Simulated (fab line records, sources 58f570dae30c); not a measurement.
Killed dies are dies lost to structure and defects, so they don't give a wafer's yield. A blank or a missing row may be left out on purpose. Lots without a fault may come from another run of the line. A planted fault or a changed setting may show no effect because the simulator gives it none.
Which tool did it? | flow berkeley_cmos170 | 14 lots, 42 wafers sampled, at 4 steps of a route of 331

WHAT THE GAUGES READ, wafer by wafer
UCB170_M1_CD_MEAS_90: target cd 700 nm.
lot  | measured     | on        | cd_nm (nm)
L593 | day 6 21:53  | cd_sem-02 | 699.0 699.9 698.6
L596 | day 7 17:23  | cd_sem-01 | 697.6 696.2 700.8
L597 | day 8 04:37  | cd_sem-01 | 698.3 702.8 699.7
L600 | day 8 16:08  | cd_sem-01 | 701.3 700.7 701.6
L602 | day 9 06:01  | cd_sem-02 | 700.0 698.7 695.5
L605 | day 9 22:41  | cd_sem-01 | 698.4 696.3 697.9
L604 | day 9 22:44  | cd_sem-02 | 705.6 703.1 701.0
L608 | day 10 11:49 | cd_sem-01 | 700.6 698.4 700.2
L610 | day 10 15:43 | cd_sem-01 | 698.3 702.8 698.9
L611 | day 11 05:32 | cd_sem-02 | 700.8 699.8 702.2
L613 | day 11 11:27 | cd_sem-01 | 704.8 701.8 700.8
L615 | day 11 15:37 | cd_sem-01 | 700.1 702.0 702.4
L614 | day 11 18:32 | cd_sem-02 | 702.3 703.3 704.7
L616 | day 11 18:48 | cd_sem-02 | 703.5 699.8 700.5

UCB170_V1_CD_MEAS_90: target cd 700 nm.
lot  | measured     | on        | cd_nm (nm)
L593 | day 7 06:44  | cd_sem-02 | 698.2 699.7 698.5
L596 | day 8 03:35  | cd_sem-01 | 702.9 702.6 702.6
L597 | day 8 13:20  | cd_sem-01 | 701.3 700.9 702.8
L600 | day 8 22:33  | cd_sem-01 | 700.5 699.0 699.4
L602 | day 9 12:22  | cd_sem-01 | 703.2 701.7 701.2
L605 | day 10 04:55 | cd_sem-01 | 700.9 700.8 701.4
L604 | day 10 04:34 | cd_sem-02 | 699.8 699.9 699.7
L608 | day 10 19:46 | cd_sem-01 | 699.7 700.2 697.8
L610 | day 11 00:05 | cd_sem-01 | 699.1 698.2 699.0
L611 | day 11 13:56 | cd_sem-01 | 700.7 700.2 701.1
L613 | day 11 17:33 | cd_sem-01 | 703.2 701.1 702.1
L615 | day 11 22:01 | cd_sem-01 | 701.4 697.5 697.9
L614 | day 12 01:08 | cd_sem-02 | 698.5 699.9 697.4
L616 | day 12 02:27 | cd_sem-02 | 700.0 701.0 699.3

WHICH TOOL RAN EACH LOT (tool, then ch and the chambers of the sampled wafers, then the start)
lot  | UCB170_CONTACT_STRIP_06              | UCB170_V1_STRIP_15
L593 | plasma_asher-03 ch 0,1, day 6 17:58  | plasma_asher-03 ch 0,1, day 7 06:38
L596 | plasma_asher-02 ch 0,1, day 7 13:08  | plasma_asher-03 ch 0,1, day 8 03:28
L597 | plasma_asher-03 ch 0,1, day 8 00:17  | plasma_asher-03 ch 0,1, day 8 13:14
L600 | plasma_asher-01 ch 0,1, day 8 11:46  | plasma_asher-03 ch 0,1, day 8 22:27
L602 | plasma_asher-02 ch 0,1, day 9 01:07  | plasma_asher-01 ch 0,1, day 9 12:16
L605 | plasma_asher-03 ch 0,1, day 9 17:41  | plasma_asher-01 ch 1, day 10 04:45
L604 | plasma_asher-01 ch 0,1, day 9 17:43  | plasma_asher-04 ch 0,1, day 10 04:28
L608 | plasma_asher-01 ch 0,1, day 10 07:00 | plasma_asher-04 ch 0,1, day 10 19:40
L610 | plasma_asher-03 ch 0,1, day 10 09:55 | plasma_asher-04 ch 0,1, day 10 23:59
L611 | plasma_asher-03 ch 0,1, day 11 01:31 | plasma_asher-04 ch 0,1, day 11 13:49
L613 | plasma_asher-03 ch 0,1, day 11 07:02 | plasma_asher-03 ch 0, day 11 17:26
L615 | plasma_asher-01 ch 0,1, day 11 11:32 | plasma_asher-04 ch 0,1, day 11 21:55
L614 | plasma_asher-02 ch 1, day 11 13:19   | plasma_asher-04 ch 0,1, day 12 01:02
L616 | plasma_asher-03 ch 0,1, day 11 13:19 | plasma_asher-04 ch 0,1, day 12 02:21
- UCB170_CONTACT_STRIP_06: strips in O2.
- UCB170_V1_STRIP_15: strips in O2.

WHAT THE TOOLS THEMSELVES READ (means of the sampled wafers that have a number; where no wafer has one, the mark that the record gives instead)
UCB170_CONTACT_STRIP_06.
lot  | tool            | chamber_pressure_mTorr (mTorr) | drypump_motor_current_A (A) | o2_flow_sccm (sccm) | oes_product_au (a.u.) | strip_time_to_endpoint_s (s)
L593 | plasma_asher-03 | 3501.8                         | 5.9                         | 400.0               | 0.733                 | 21.93
L596 | plasma_asher-02 | 3501.2                         | 5.8                         | 399.9               | 0.739                 | 21.96
L597 | plasma_asher-03 | 3499.2                         | 6.1                         | 401.6               | 0.736                 | 22.07
L600 | plasma_asher-01 | 3498.7                         | 5.8                         | 399.1               | 0.733                 | 21.88
L602 | plasma_asher-02 | 3500.9                         | 5.8                         | 398.6               | 0.731                 | 21.88
L605 | plasma_asher-03 | 3501.1                         | 6.1                         | 400.6               | 0.731                 | 22.01
L604 | plasma_asher-01 | 3501.9                         | 6.0                         | 399.4               | 0.736                 | 21.97
L608 | plasma_asher-01 | 3498.7                         | 5.8                         | 400.4               | 0.730                 | 22.15
L610 | plasma_asher-03 | 3499.7                         | 5.9                         | 399.8               | 0.738                 | 22.00
L611 | plasma_asher-03 | 3501.2                         | 5.8                         | 402.0               | 0.733                 | 21.99
L613 | plasma_asher-03 | 3501.1                         | 6.1                         | 400.7               | 0.736                 | 22.02
L615 | plasma_asher-01 | 3498.6                         | 5.8                         | 400.5               | 0.737                 | 21.93
L614 | plasma_asher-02 | 3502.1                         | 5.8                         | 398.3               | 0.736                 | 21.99
L616 | plasma_asher-03 | 3500.8                         | 5.9                         | 399.7               | 0.734                 | 21.97

UCB170_V1_STRIP_15.
lot  | tool            | chamber_pressure_mTorr (mTorr) | drypump_motor_current_A (A) | o2_flow_sccm (sccm) | oes_product_au (a.u.) | strip_time_to_endpoint_s (s)
L593 | plasma_asher-03 | 3501                           | 5.9                         | 398.7               | 0.723                 | 15.19
L596 | plasma_asher-03 | 3500                           | 5.9                         | 400.7               | 0.722                 | 15.20
L597 | plasma_asher-03 | 2797                           | 6.1                         | 400.9               | 0.722                 | 15.17
L600 | plasma_asher-03 | 2801                           | 6.1                         | 398.6               | 0.717                 | 15.51
L602 | plasma_asher-01 | 3499                           | 5.8                         | 399.9               | 0.725                 | 15.21
L605 | plasma_asher-01 | 3502                           | 6.3                         | 400.4               | 0.722                 | 15.44
L604 | plasma_asher-04 | 3501                           | 5.1                         | 400.7               | 0.724                 | 15.28
L608 | plasma_asher-04 | 3501                           | 5.1                         | 399.6               | 0.720                 | 15.47
L610 | plasma_asher-04 | 3501                           | 5.3                         | 400.8               | 0.721                 | 15.25
L611 | plasma_asher-04 | 3499                           | 5.3                         | 399.8               | 0.722                 | 15.19
L613 | plasma_asher-03 | 3500                           | 5.6                         | 397.8               | 0.723                 | 15.29
L615 | plasma_asher-04 | 3499                           | 5.1                         | 399.5               | 0.719                 | 15.34
L614 | plasma_asher-04 | 3494                           | 5.1                         | 398.9               | 0.715                 | 15.13
L616 | plasma_asher-04 | 3501                           | 5.1                         | 400.3               | 0.720                 | 15.48

THE ANSWER, worked out from the rows above alone
Rule: what is usual is taken from the lots themselves. Put in order of their means at a reading, lots are off if they are a third of the lots or fewer, leave a main group of 4 or more, and stand apart from it by a gap of 3 or more times the standard deviation of the main group's means; of several such gaps the widest counts. A main group whose means are all the same, to the digits that the tables above print for the reading, isn't used. A lot without any number at a reading at which 4 lots or more have one is off too. The other lots that the step has rows for count as sound. The gauges are gone through in route order, then the tools' own readings, and for those a lot's mean is taken as printed above. The first step at which some lot is off is used, and at that step the reading that is off furthest; a lot without a number counts as furthest.
Off: L597, L600, at UCB170_V1_STRIP_15 (chamber_pressure_mTorr). The main group: mean 3500 mTorr, standard deviation 2.
A tool fits if, at that step or a process step before it, it ran every lot that is off, and no sound lot after the first of them. None of those tried fits.

WHAT THE SIMULATOR HAD PUT IN
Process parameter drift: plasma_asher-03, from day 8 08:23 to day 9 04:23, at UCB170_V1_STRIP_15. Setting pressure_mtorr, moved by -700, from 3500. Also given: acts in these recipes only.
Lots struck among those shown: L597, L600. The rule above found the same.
